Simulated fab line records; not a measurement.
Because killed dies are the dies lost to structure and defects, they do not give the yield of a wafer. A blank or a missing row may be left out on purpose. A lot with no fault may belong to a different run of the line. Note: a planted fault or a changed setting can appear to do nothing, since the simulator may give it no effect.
fab line records / flow ritCmos
record: lots: 14 wafers: 42 lastDay: 7
route steps=202 shown NLDD@111
lots that met no fault: taken from a fault-free run of the same line
startH: start of the lot's first displayed wafer, in hours after the record's first day / waitH: hours elapsed since this lot's preceding step / " the same as in the row above / L1.1+2: one row covering several wafers at once / - no value, or no start was given / * or withheld: withheld / < > ~ a bound
route shown NAME@n: NAME is a module with steps in the file, n the number in the route of the first one / usual: average and standard deviation across the fault-free wafers / same: alike in all rows / chamber/n: place in a boat / sites: the reading at each site / _std_site: the values' standard deviation / _edge_site: mean of outer sites minus mean of inner sites / radiusMm: for every site, how far away it sits from the centre of the wafer / mask NAME#n: copy n / behind: tool/chamber where the wafer was last shaped / hold: why the lot went on hold/how many hours it stayed there/how the hold came to an end / device: which transistor (n, p or np) failed to switch / end of line: the same wafers' tests at the end of the route / a step without rows: its recipe alone / killed: dies that structure and defects cost at the first sort, which is not the same as the wafer's yield / map: dies across one wafer; x = killed, . = not, _ = none there
set.NAME: the setting as run; set.NAME@STEP: as run at that earlier step / model.NAME: the simulator's own value behind a step, which no gauge read
steps of the route over a sample of lots; a table a step, a row a wafer
services: the hour from which a tool's chamber was out of use, counted from the record's first day as startH (under 0 if before that day), plus the number of hours and why
== steps ==
step: RIT_NLDD_IMPLANT_08
recipe: species: P energyKev: 20 doseCm2: 5e+14 tiltDeg: 7
usual: doseIonsCm2: 5e+14/5.1e+11 faradayCurrentUA: 1567/29
lot.wafer=L135.1 tool=implanter-03 chamber=0 startH=41.15 waitH=0.1 doseIonsCm2=5.007e+14 faradayCurrentUA=1573
lot.wafer=L135.2 tool=implanter-03 chamber=0 startH=41.15 waitH=0.1 doseIonsCm2=5.008e+14 faradayCurrentUA=1602
lot.wafer=L135.5 tool=implanter-03 chamber=0 startH=41.15 waitH=0.1 doseIonsCm2=5.003e+14 faradayCurrentUA=1520
lot.wafer=L136.2 tool=implanter-03 chamber=0 startH=47.46 waitH=0.1 doseIonsCm2=4.997e+14 faradayCurrentUA=1623
lot.wafer=L136.5 tool=implanter-03 chamber=0 startH=47.46 waitH=0.1 doseIonsCm2=5e+14 faradayCurrentUA=1594
lot.wafer=L136.6 tool=implanter-03 chamber=0 startH=47.46 waitH=0.1 doseIonsCm2=4.998e+14 faradayCurrentUA=1560
lot.wafer=L137.1 tool=implanter-01 chamber=0 startH=56.00 waitH=0.1 doseIonsCm2=5.003e+14 faradayCurrentUA=1565
lot.wafer=L137.4 tool=implanter-01 chamber=0 startH=56.00 waitH=0.1 doseIonsCm2=5.001e+14 faradayCurrentUA=1522
lot.wafer=L137.5 tool=implanter-01 chamber=0 startH=56.00 waitH=0.1 doseIonsCm2=5.002e+14 faradayCurrentUA=1618
lot.wafer=L138.1 tool=implanter-04 chamber=0 startH=58.05 waitH=0.1 doseIonsCm2=5.005e+14 faradayCurrentUA=1632
lot.wafer=L138.5 tool=implanter-04 chamber=0 startH=58.05 waitH=0.1 doseIonsCm2=4.994e+14 faradayCurrentUA=1498
lot.wafer=L138.6 tool=implanter-04 chamber=0 startH=58.05 waitH=0.1 doseIonsCm2=5e+14 faradayCurrentUA=1570
lot.wafer=L139.2 tool=implanter-03 chamber=0 startH=62.26 waitH=0.1 doseIonsCm2=4.994e+14 faradayCurrentUA=1533
lot.wafer=L139.5 tool=implanter-03 chamber=0 startH=62.26 waitH=0.1 doseIonsCm2=4.998e+14 faradayCurrentUA=1558
lot.wafer=L139.6 tool=implanter-03 chamber=0 startH=62.26 waitH=0.1 doseIonsCm2=4.995e+14 faradayCurrentUA=1533
lot.wafer=L140.1 tool=implanter-03 chamber=0 startH=67.58 waitH=0.1 doseIonsCm2=5.007e+14 faradayCurrentUA=1583
lot.wafer=L140.2 tool=implanter-03 chamber=0 startH=67.58 waitH=0.1 doseIonsCm2=5.015e+14 faradayCurrentUA=1548
lot.wafer=L140.4 tool=implanter-03 chamber=0 startH=67.58 waitH=0.1 doseIonsCm2=5.002e+14 faradayCurrentUA=1589
lot.wafer=L141.3 tool=implanter-03 chamber=0 startH=72.51 waitH=0.1 doseIonsCm2=4.997e+14 faradayCurrentUA=1580
lot.wafer=L141.4 tool=implanter-03 chamber=0 startH=72.51 waitH=0.1 doseIonsCm2=5.005e+14 faradayCurrentUA=1605
lot.wafer=L141.6 tool=implanter-03 chamber=0 startH=72.51 waitH=0.1 doseIonsCm2=5.003e+14 faradayCurrentUA=1605
lot.wafer=L144.1 tool=implanter-03 chamber=0 startH=86.98 waitH=0.1 doseIonsCm2=4.235e+14 faradayCurrentUA=1302
lot.wafer=L144.2 tool=implanter-03 chamber=0 startH=86.98 waitH=0.1 doseIonsCm2=4.231e+14 faradayCurrentUA=1344
lot.wafer=L144.4 tool=implanter-03 chamber=0 startH=86.98 waitH=0.1 doseIonsCm2=4.233e+14 faradayCurrentUA=1314
lot.wafer=L145.1 tool=implanter-03 chamber=0 startH=92.26 waitH=0.1 doseIonsCm2=4.232e+14 faradayCurrentUA=1319
lot.wafer=L145.4 tool=implanter-03 chamber=0 startH=92.26 waitH=0.1 doseIonsCm2=4.237e+14 faradayCurrentUA=1311
lot.wafer=L145.6 tool=implanter-03 chamber=0 startH=92.26 waitH=0.1 doseIonsCm2=4.236e+14 faradayCurrentUA=1326
lot.wafer=L147.1 tool=implanter-01 chamber=0 startH=105.04 waitH=0.1 doseIonsCm2=4.991e+14 faradayCurrentUA=1512
lot.wafer=L147.2 tool=implanter-01 chamber=0 startH=105.04 waitH=0.1 doseIonsCm2=4.993e+14 faradayCurrentUA=1561
lot.wafer=L147.4 tool=implanter-01 chamber=0 startH=105.04 waitH=0.1 doseIonsCm2=4.994e+14 faradayCurrentUA=1573
lot.wafer=L153.1 tool=implanter-01 chamber=0 startH=136.77 waitH=0.1 doseIonsCm2=5e+14 faradayCurrentUA=1539
lot.wafer=L153.2 tool=implanter-01 chamber=0 startH=136.77 waitH=0.1 doseIonsCm2=4.995e+14 faradayCurrentUA=1608
lot.wafer=L153.6 tool=implanter-01 chamber=0 startH=136.77 waitH=0.1 doseIonsCm2=4.993e+14 faradayCurrentUA=1633
lot.wafer=L154.1 tool=implanter-04 chamber=0 startH=138.56 waitH=0.1 doseIonsCm2=5e+14 faradayCurrentUA=1599
lot.wafer=L154.3 tool=implanter-04 chamber=0 startH=138.56 waitH=0.1 doseIonsCm2=4.999e+14 faradayCurrentUA=1552
lot.wafer=L154.5 tool=implanter-04 chamber=0 startH=138.56 waitH=0.1 doseIonsCm2=5.011e+14 faradayCurrentUA=1573
lot.wafer=L157.2 tool=implanter-04 chamber=0 startH=151.62 waitH=0.1 doseIonsCm2=5.001e+14 faradayCurrentUA=1583
lot.wafer=L157.3 tool=implanter-04 chamber=0 startH=151.62 waitH=0.1 doseIonsCm2=5.001e+14 faradayCurrentUA=1560
lot.wafer=L157.4 tool=implanter-04 chamber=0 startH=151.62 waitH=0.1 doseIonsCm2=5.005e+14 faradayCurrentUA=1519
lot.wafer=L158.1 tool=implanter-04 chamber=0 startH=157.73 waitH=0.1 doseIonsCm2=5.003e+14 faradayCurrentUA=1579
lot.wafer=L158.5 tool=implanter-04 chamber=0 startH=157.73 waitH=0.1 doseIonsCm2=5.003e+14 faradayCurrentUA=1610
lot.wafer=L158.6 tool=implanter-04 chamber=0 startH=157.73 waitH=0.1 doseIonsCm2=5e+14 faradayCurrentUA=1629
step: RIT_NLDD_TW_MEAS_10
usual: NLDD_TW: 2525/17
lot.wafer=L135.1 tool=filmMetro-02 chamber=- startH=41.47 waitH=0.1 NLDD_TW=2528
lot.wafer=L135.2 tool=filmMetro-02 chamber=- startH=41.47 waitH=0.1 NLDD_TW=2508
lot.wafer=L135.5 tool=filmMetro-02 chamber=- startH=41.47 waitH=0.1 NLDD_TW=2521
lot.wafer=L136.2 tool=filmMetro-02 chamber=- startH=47.77 waitH=0.1 NLDD_TW=2528
lot.wafer=L136.5 tool=filmMetro-02 chamber=- startH=47.77 waitH=0.1 NLDD_TW=2518
lot.wafer=L136.6 tool=filmMetro-02 chamber=- startH=47.77 waitH=0.1 NLDD_TW=2506
lot.wafer=L137.1 tool=filmMetro-02 chamber=- startH=56.32 waitH=0.1 NLDD_TW=2519
lot.wafer=L137.4 tool=filmMetro-02 chamber=- startH=56.32 waitH=0.1 NLDD_TW=2514
lot.wafer=L137.5 tool=filmMetro-02 chamber=- startH=56.32 waitH=0.1 NLDD_TW=2517
lot.wafer=L138.1 tool=filmMetro-02 chamber=- startH=58.38 waitH=0.1 NLDD_TW=2528
lot.wafer=L138.5 tool=filmMetro-02 chamber=- startH=58.38 waitH=0.1 NLDD_TW=2516
lot.wafer=L138.6 tool=filmMetro-02 chamber=- startH=58.38 waitH=0.1 NLDD_TW=2522
lot.wafer=L139.2 tool=filmMetro-03 chamber=- startH=62.57 waitH=0.1 NLDD_TW=2491
lot.wafer=L139.5 tool=filmMetro-03 chamber=- startH=62.57 waitH=0.1 NLDD_TW=2509
lot.wafer=L139.6 tool=filmMetro-03 chamber=- startH=62.57 waitH=0.1 NLDD_TW=2523
lot.wafer=L140.1 tool=filmMetro-03 chamber=- startH=67.90 waitH=0.1 NLDD_TW=2508
lot.wafer=L140.2 tool=filmMetro-03 chamber=- startH=67.90 waitH=0.1 NLDD_TW=2512
lot.wafer=L140.4 tool=filmMetro-03 chamber=- startH=67.90 waitH=0.1 NLDD_TW=2506
lot.wafer=L141.3 tool=filmMetro-03 chamber=- startH=72.80 waitH=0.1 NLDD_TW=2511
lot.wafer=L141.4 tool=filmMetro-03 chamber=- startH=72.80 waitH=0.1 NLDD_TW=2506
lot.wafer=L141.6 tool=filmMetro-03 chamber=- startH=72.80 waitH=0.1 NLDD_TW=2491
lot.wafer=L144.1 tool=filmMetro-03 chamber=- startH=87.30 waitH=0.1 NLDD_TW=2392
lot.wafer=L144.2 tool=filmMetro-03 chamber=- startH=87.30 waitH=0.1 NLDD_TW=2388
lot.wafer=L144.4 tool=filmMetro-03 chamber=- startH=87.30 waitH=0.1 NLDD_TW=2388
lot.wafer=L145.1 tool=filmMetro-03 chamber=- startH=92.59 waitH=0.1 NLDD_TW=2388
lot.wafer=L145.4 tool=filmMetro-03 chamber=- startH=92.59 waitH=0.1 NLDD_TW=2386
lot.wafer=L145.6 tool=filmMetro-03 chamber=- startH=92.59 waitH=0.1 NLDD_TW=2394
lot.wafer=L147.1 tool=filmMetro-03 chamber=- startH=105.36 waitH=0.1 NLDD_TW=2525
lot.wafer=L147.2 tool=filmMetro-03 chamber=- startH=105.36 waitH=0.1 NLDD_TW=2537
lot.wafer=L147.4 tool=filmMetro-03 chamber=- startH=105.36 waitH=0.1 NLDD_TW=2529
lot.wafer=L153.1 tool=filmMetro-04 chamber=- startH=137.09 waitH=0.1 NLDD_TW=2534
lot.wafer=L153.2 tool=filmMetro-04 chamber=- startH=137.09 waitH=0.1 NLDD_TW=2540
lot.wafer=L153.6 tool=filmMetro-04 chamber=- startH=137.09 waitH=0.1 NLDD_TW=2526
lot.wafer=L154.1 tool=filmMetro-04 chamber=- startH=138.88 waitH=0.1 NLDD_TW=2545
lot.wafer=L154.3 tool=filmMetro-04 chamber=- startH=138.88 waitH=0.1 NLDD_TW=2534
lot.wafer=L154.5 tool=filmMetro-04 chamber=- startH=138.88 waitH=0.1 NLDD_TW=2534
lot.wafer=L157.2 tool=filmMetro-04 chamber=- startH=151.93 waitH=0.1 NLDD_TW=2532
lot.wafer=L157.3 tool=filmMetro-04 chamber=- startH=151.93 waitH=0.1 NLDD_TW=2517
lot.wafer=L157.4 tool=filmMetro-04 chamber=- startH=151.93 waitH=0.1 NLDD_TW=2529
lot.wafer=L158.1 tool=filmMetro-03 chamber=- startH=158.06 waitH=0.1 NLDD_TW=2531
lot.wafer=L158.5 tool=filmMetro-03 chamber=- startH=158.06 waitH=0.1 NLDD_TW=2528
lot.wafer=L158.6 tool=filmMetro-03 chamber=- startH=158.06 waitH=0.1 NLDD_TW=2519
step: RIT_SDANNEAL_RS_MEAS_07
recipe: thkMeasGauge: four-point-probe
usual: NLDD_RS: 151.9/0.53
lot.wafer=L135.1 tool=filmMetro-04 chamber=- startH=50.07 waitH=0.1 NLDD_RS[ohm/sq]=152.1
lot.wafer=L135.2 tool=filmMetro-04 chamber=- startH=50.07 waitH=0.1 NLDD_RS[ohm/sq]=151.3
lot.wafer=L135.5 tool=filmMetro-04 chamber=- startH=50.07 waitH=0.1 NLDD_RS[ohm/sq]=151.9
lot.wafer=L136.2 tool=filmMetro-03 chamber=- startH=56.24 waitH=0.1 NLDD_RS[ohm/sq]=151.1
lot.wafer=L136.5 tool=filmMetro-03 chamber=- startH=56.24 waitH=0.1 NLDD_RS[ohm/sq]=151.1
lot.wafer=L136.6 tool=filmMetro-03 chamber=- startH=56.24 waitH=0.1 NLDD_RS[ohm/sq]=151.7
lot.wafer=L137.1 tool=filmMetro-03 chamber=- startH=64.15 waitH=0.1 NLDD_RS[ohm/sq]=152.6
lot.wafer=L137.4 tool=filmMetro-03 chamber=- startH=64.15 waitH=0.1 NLDD_RS[ohm/sq]=152.6
lot.wafer=L137.5 tool=filmMetro-03 chamber=- startH=64.15 waitH=0.1 NLDD_RS[ohm/sq]=151.7
lot.wafer=L138.1 tool=filmMetro-04 chamber=- startH=66.44 waitH=0.1 NLDD_RS[ohm/sq]=152.1
lot.wafer=L138.5 tool=filmMetro-04 chamber=- startH=66.44 waitH=0.1 NLDD_RS[ohm/sq]=152.4
lot.wafer=L138.6 tool=filmMetro-04 chamber=- startH=66.44 waitH=0.1 NLDD_RS[ohm/sq]=152.5
lot.wafer=L139.2 tool=filmMetro-04 chamber=- startH=70.66 waitH=0.1 NLDD_RS[ohm/sq]=152.1
lot.wafer=L139.5 tool=filmMetro-04 chamber=- startH=70.66 waitH=0.1 NLDD_RS[ohm/sq]=151.9
lot.wafer=L139.6 tool=filmMetro-04 chamber=- startH=70.66 waitH=0.1 NLDD_RS[ohm/sq]=152.6
lot.wafer=L140.1 tool=filmMetro-04 chamber=- startH=75.63 waitH=0.1 NLDD_RS[ohm/sq]=152.3
lot.wafer=L140.2 tool=filmMetro-04 chamber=- startH=75.63 waitH=0.1 NLDD_RS[ohm/sq]=151.9
lot.wafer=L140.4 tool=filmMetro-04 chamber=- startH=75.63 waitH=0.1 NLDD_RS[ohm/sq]=151.7
lot.wafer=L141.3 tool=filmMetro-03 chamber=- startH=81.93 waitH=0.1 NLDD_RS[ohm/sq]=152.2
lot.wafer=L141.4 tool=filmMetro-03 chamber=- startH=81.93 waitH=0.1 NLDD_RS[ohm/sq]=151.5
lot.wafer=L141.6 tool=filmMetro-03 chamber=- startH=81.93 waitH=0.1 NLDD_RS[ohm/sq]=152.3
lot.wafer=L144.1 tool=filmMetro-04 chamber=- startH=96.02 waitH=0.1 NLDD_RS[ohm/sq]=174.8
lot.wafer=L144.2 tool=filmMetro-04 chamber=- startH=96.02 waitH=0.1 NLDD_RS[ohm/sq]=174.5
lot.wafer=L144.4 tool=filmMetro-04 chamber=- startH=96.02 waitH=0.1 NLDD_RS[ohm/sq]=174.4
lot.wafer=L145.1 tool=filmMetro-04 chamber=- startH=100.74 waitH=0.1 NLDD_RS[ohm/sq]=173.8
lot.wafer=L145.4 tool=filmMetro-04 chamber=- startH=100.74 waitH=0.1 NLDD_RS[ohm/sq]=173.6
lot.wafer=L145.6 tool=filmMetro-04 chamber=- startH=100.74 waitH=0.1 NLDD_RS[ohm/sq]=174.3
lot.wafer=L147.1 tool=filmMetro-04 chamber=- startH=114.35 waitH=0.1 NLDD_RS[ohm/sq]=152.4
lot.wafer=L147.2 tool=filmMetro-04 chamber=- startH=114.35 waitH=0.1 NLDD_RS[ohm/sq]=152.2
lot.wafer=L147.4 tool=filmMetro-04 chamber=- startH=114.35 waitH=0.1 NLDD_RS[ohm/sq]=152.5
lot.wafer=L153.1 tool=filmMetro-03 chamber=- startH=145.09 waitH=0.1 NLDD_RS[ohm/sq]=152.2
lot.wafer=L153.2 tool=filmMetro-03 chamber=- startH=145.09 waitH=0.1 NLDD_RS[ohm/sq]=152.8
lot.wafer=L153.6 tool=filmMetro-03 chamber=- startH=145.09 waitH=0.1 NLDD_RS[ohm/sq]=153.0
lot.wafer=L154.1 tool=filmMetro-03 chamber=- startH=147.66 waitH=0.1 NLDD_RS[ohm/sq]=151.4
lot.wafer=L154.3 tool=filmMetro-03 chamber=- startH=147.66 waitH=0.1 NLDD_RS[ohm/sq]=151.3
lot.wafer=L154.5 tool=filmMetro-03 chamber=- startH=147.66 waitH=0.1 NLDD_RS[ohm/sq]=151.2
lot.wafer=L157.2 tool=filmMetro-02 chamber=- startH=160.77 waitH=0.1 NLDD_RS[ohm/sq]=152.4
lot.wafer=L157.3 tool=filmMetro-02 chamber=- startH=160.77 waitH=0.1 NLDD_RS[ohm/sq]=152.4
lot.wafer=L157.4 tool=filmMetro-02 chamber=- startH=160.77 waitH=0.1 NLDD_RS[ohm/sq]=153.1
lot.wafer=L158.1 tool=filmMetro-04 chamber=- startH=166.92 waitH=0.1 NLDD_RS[ohm/sq]=152.5
lot.wafer=L158.5 tool=filmMetro-04 chamber=- startH=166.92 waitH=0.1 NLDD_RS[ohm/sq]=152.1
lot.wafer=L158.6 tool=filmMetro-04 chamber=- startH=166.92 waitH=0.1 NLDD_RS[ohm/sq]=152.2
== services ==
tool=implanter-01 chamber=- startH=37.11 hours=2.9 kind=pm
tool=implanter-04 chamber=- startH=45.85 hours=0.7 kind=repair
tool=implanter-03 chamber=- startH=68.71 hours=3.7 kind=repair
tool=implanter-03 chamber=- startH=74.07 hours=4.1 kind=repair
tool=implanter-04 chamber=- startH=79.44 hours=2.8 kind=pm
tool=implanter-03 chamber=- startH=124.08 hours=5.0 kind=pm
tool=implanter-03 chamber=- startH=152.93 hours=2.1 kind=pm
== key ==
firstSign: step: RIT_NLDD_IMPLANT_08 reading: doseIonsCm2 direction: down sigmas: 99+ usual: 5e+14 struck: 4.234e+14
effect: step: RIT_NLDD_IMPLANT_08 reading: faradayCurrentUA direction: down sigmas: 8.4 usual: 1567 struck: 1319
effect: step: RIT_NLDD_TW_MEAS_10 reading: NLDD_TW direction: down sigmas: 8 usual: 2525 struck: 2389
effect: step: RIT_SDANNEAL_RS_MEAS_07 reading: NLDD_RS direction: up sigmas: 42 usual: 151.9 struck: 174.2
metAt RIT_NLDD_IMPLANT_08
struckLots L144,L145
testerLeftOut L144,L145
onsetBetween 72.51 86.98
fault: kind: processParameterDrift tool: implanter-03 chamber: - onsetH: 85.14 steps: RIT_NLDD_IMPLANT_08 channel: doseCm2 offset: -7.6839e+13 shape: step endH: 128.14 actsIn: theseRecipesOnly stated: 5e+14
testerLeftOut: of these lots the tester's yield and bins aren't shown, on N5 and GAA mostly nor the transistor test; their killed dies are dies lost to structure and defects alone, not to doping, threshold or leakage, so they don't give the yield
